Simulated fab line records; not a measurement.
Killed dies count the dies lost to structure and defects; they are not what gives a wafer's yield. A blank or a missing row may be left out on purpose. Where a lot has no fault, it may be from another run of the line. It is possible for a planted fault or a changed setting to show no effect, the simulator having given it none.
What tool caused it? | flow rit cmos | 14 lots with 42 wafers sampled at 3 steps, on a route of 202 steps

== WHAT EACH GAUGE READ, for each wafer ==
RIT_NWELL_TW_MEAS_10.
lot  | measured    | on            | NWELL_TW
L313 | day 1 21:41 | film metro-03 | 2111 2104 2117
L314 | day 2 01:56 | film metro-04 | 2132 2134 2143
L316 | day 2 12:25 | film metro-01 | 2121 2143 2131
L318 | day 3 01:57 | film metro-01 | 2146 2139 2143
L319 | day 3 04:20 | film metro-03 | 2129 2132 2130
L320 | day 3 08:07 | film metro-04 | 2140 2138 2139
L322 | day 3 17:55 | film metro-03 | 2116 2126 2131
L326 | day 4 14:20 | film metro-03 | 2139 2126 2123
L328 | day 5 00:24 | film metro-01 | 2135 2141 2145
L330 | day 5 12:49 | film metro-01 | 2220 2213 2212
L331 | day 5 17:11 | film metro-01 | 2219 2195 2213
L333 | day 6 02:43 | film metro-01 | 2131 2150 2143
L334 | day 6 06:30 | film metro-04 | 2141 2132 2132
L335 | day 6 11:47 | film metro-04 | 2133 2150 2130

RIT_WELLDRIVE_RS_MEAS_01: a four-point-probe measurement.
lot  | measured    | on            | NWELL_RS (ohm/sq)
L313 | day 2 04:24 | film metro-04 | 275.7 275.9 275.5
L314 | day 2 08:56 | film metro-04 | 275.7 275.0 274.9
L316 | day 2 19:32 | film metro-04 | 274.6 273.9 274.2
L318 | day 3 09:08 | film metro-04 | 275.6 274.3 274.6
L319 | day 3 11:03 | film metro-04 | 273.5 274.4 273.3
L320 | day 3 14:48 | film metro-04 | 275.0 275.2 274.3
L322 | day 4 00:44 | film metro-04 | 275.9 274.4 274.4
L326 | day 4 21:24 | film metro-04 | 274.7 274.9 275.2
L328 | day 5 09:21 | film metro-04 | 276.9 275.9 276.5
L330 | day 5 19:41 | film metro-03 | 259.8 259.9 259.8
L331 | day 6 00:01 | film metro-04 | 259.1 259.5 259.5
L333 | day 6 09:46 | film metro-01 | 274.7 275.4 274.9
L334 | day 6 13:59 | film metro-04 | 275.5 276.9 276.7
L335 | day 6 19:02 | film metro-04 | 275.1 276.2 274.9

== WHAT TOOL EACH LOT RAN ON (gives the tool, then ch and the chambers of the sampled wafers, and finally the start) ==
lot  | RIT_NWELL_IMPLANT_08
L313 | implanter-04 ch 0, day 1 21:23
L314 | implanter-01 ch 0, day 2 01:37
L316 | implanter-01 ch 0, day 2 12:05
L318 | implanter-01 ch 0, day 3 01:38
L319 | implanter-01 ch 0, day 3 04:02
L320 | implanter-04 ch 0, day 3 07:47
L322 | implanter-04 ch 0, day 3 17:37
L326 | implanter-04 ch 0, day 4 14:00
L328 | implanter-01 ch 0, day 5 00:05
L330 | implanter-04 ch 0, day 5 12:29
L331 | implanter-04 ch 0, day 5 16:53
L333 | implanter-01 ch 0, day 6 02:25
L334 | implanter-02 ch 0, day 6 06:13
L335 | implanter-01 ch 0, day 6 11:27
- RIT_NWELL_IMPLANT_08

== AS READ BY THE TOOLS THEMSELVES (means over the sampled wafers that have a number; for cases with no such wafer, the mark the record gives instead) ==
RIT_NWELL_IMPLANT_08.
lot  | tool         | dose ions cm2 | faraday current uA
L313 | implanter-04 | 5e+13         | 156.5
L314 | implanter-01 | 5e+13         | 158.0
L316 | implanter-01 | 5e+13         | 159.7
L318 | implanter-01 | 5e+13         | 159.1
L319 | implanter-01 | 5e+13         | 157.5
L320 | implanter-04 | 5e+13         | 160.4
L322 | implanter-04 | 5e+13         | 156.7
L326 | implanter-04 | 5e+13         | 158.8
L328 | implanter-01 | 5e+13         | 159.4
L330 | implanter-04 | 5e+13         | 177.1
L331 | implanter-04 | 6e+13         | 173.1
L333 | implanter-01 | 5e+13         | 158.3
L334 | implanter-02 | 5e+13         | 157.6
L335 | implanter-01 | 5e+13         | 156.3

== THE ANSWER, worked out from the rows above alone ==
Rule: the lots themselves supply what counts as usual. The widest of any qualifying gaps counts: lots, ordered by their means at a reading, are off when they make up no more than a third of the lots, leave a main group of 4 or more, and stand apart from it by 3 or more times the standard deviation of that group's means. If all means in a main group match to the digits the tables above print for the reading, that group is not used. A lot without any number at a reading at which 4 lots or more have one is off too. All remaining lots with rows at the step are treated as sound. Order of review: gauges by route order, followed by the tools' own readings, for which a lot's mean as printed above is used. The first step at which some lot is off is used, and at that step the reading that is off furthest; a lot without a number counts as furthest.
Off: at RIT_NWELL_TW_MEAS_10 (NWELL_TW), L330, L331. For the main group the mean is 2133 and the standard deviation 8.6.
If a tool, at a process step before that reading, ran all the lots that are off and no sound lot after the first of them, it fits. The gauges at RIT_NWELL_TW_MEAS_10 aren't tried: what is off there is off at RIT_WELLDRIVE_RS_MEAS_01 too, on other tools, and a gauge's error can't cause that. One candidate fits, namely implanter-04 at RIT_NWELL_IMPLANT_08. Its last sound lot is L326 (day 4 14:00), its first lot that is off L330 (day 5 12:29): a fault that began between those two fits.
The tool's own readings at RIT_NWELL_IMPLANT_08 bear it out: on the lots that are off they differ by more than 5 times the standard deviation of the sound lots' means. dose ions cm2 reads 6e+13 there against 5e+13 on the sound lots; faraday current uA reads 175.1 there against 158.2 on the sound lots.

== WHAT WAS PUT IN BY THE SIMULATOR ==
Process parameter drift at RIT_NWELL_IMPLANT_08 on implanter-04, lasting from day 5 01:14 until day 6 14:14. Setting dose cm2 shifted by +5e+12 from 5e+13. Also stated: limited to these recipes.
Struck lots among those shown: L330, L331. The rule given above showed the same thing.
